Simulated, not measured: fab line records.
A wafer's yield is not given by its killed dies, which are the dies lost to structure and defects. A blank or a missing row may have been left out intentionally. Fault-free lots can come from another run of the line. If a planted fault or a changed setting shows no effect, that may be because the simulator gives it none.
Code-filled problem report in 8D (eight disciplines) form -- flow berkeley cmos170 -- the parts of the form that need people (team, actions taken, sign-off) are left out

## 1. WHAT IS WRONG
PSD_TW at UCB170_PSD_TW_MEAS_10 reads a mean of 2115 on 6 wafers of 2 lots; wafers without a fault read 2337 with a standard deviation of 21. That puts it -11 standard deviations away from the usual mean.
The first sign was on wafer L177.1 at day 11 17:22, on film metro-01. At this step, 42 wafers from 14 lots have a number in the record. By rule, "out" or "out of limits" means more than 4 standard deviations away from the usual mean. The rest of the wafers with a number are treated as sound.

## 2. WHAT IT IS; WHAT IT IS NOT
question,is,is not
which readings at this step,PSD_TW,-
which lots,"L177, L179","L159, L161, L162, L163, L164, L166, L167, L168, L170, L171, L172, L181"
which wafers of those lots,all that have a number,-
read on which gauges,"film metro-01, film metro-02",film metro-04
when,from day 11 17:22,up to then (33 sound wafers); but 3 sound wafers of L181 came after

## 3. WHAT RULES OUT EACH SUSPECT
Counting: any tool at a process step up to the reading is kept as a suspect provided that every lot that is out went through it and no sound lot did after the first of them.
- ruled out: the gauge at UCB170_PSD_TW_MEAS_10. The wafers that are out were read on 2 gauges (film metro-01, film metro-02).
- implanter-02 at UCB170_PSD_IMPLANT_08: kept. It processed each lot that is out, first L177 at day 11 17:07, and no sound lot thereafter; up to then, the last sound lot it processed was L168 at day 10 11:55. Its own dose ions cm2, faraday current uA readings are out on those wafers.
Left after counting: implanter-02 at UCB170_PSD_IMPLANT_08.

## 4. THE CAUSE (what the simulator had put in)
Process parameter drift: implanter-02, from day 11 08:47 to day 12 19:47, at UCB170_PSD_IMPLANT_08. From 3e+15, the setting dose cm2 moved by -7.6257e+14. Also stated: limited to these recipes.
The count eliminated every tool but this one.

## 5. THE EFFECT CHAIN, in route order
Each row: a reading where the mean over the struck wafers with a number is more than 3 standard deviations away from the usual. Only readings whose record carries a usual standard deviation are examined. hours: median over the lots of the time between each lot's start at the first step of this table that gives one and its start at this step. sigmas: the change, counted in usual standard deviations.
hours,step,reading,usual,on struck wafers,change,sigmas
0,UCB170_PSD_IMPLANT_08,dose ions cm2,3e+15,2e+15,-8e+14,-99 or more
0,UCB170_PSD_IMPLANT_08,faraday current uA,9259,6943,-2316,-13
0,UCB170_PSD_STRIP_09,oes product au,0.600 a.u.,0.641,+0.041,+8.5
0,UCB170_PSD_STRIP_09,strip time to endpoint s,29.41 s,26.37,-3.04,-39
0,UCB170_PSD_TW_MEAS_10,PSD_TW,2337,2115,-222,-11
5,UCB170_SDANNEAL_RS_MEAS_02,PSD_RS,75.6 ohm/sq,93.2,+17.6,+53
Process steps it contains:
- UCB170_PSD_IMPLANT_08
- UCB170_PSD_STRIP_09: strips in O2.
At these later measuring or inspecting steps, every struck wafer for which the step has a row has a number for every such reading, and none has moved that far: UCB170_M1_THK_MEAS_02.

## 6. HOW IT WOULD HAVE BEEN CAUGHT EARLIER
9 hours passed between the start of the fault at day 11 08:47 and the first reading out of limits at a measuring or inspecting step in this record, taken at day 11 17:22.
Tool's own readings at UCB170_PSD_IMPLANT_08, dose ions cm2, faraday current uA: out on all struck wafers the step has rows for; an alarm limit on them would have tripped on the first.
Of the lots that are out (2), L179 began UCB170_PSD_IMPLANT_08 on implanter-02 after day 11 17:22. It would have been spared by a hold on the tool at that moment.
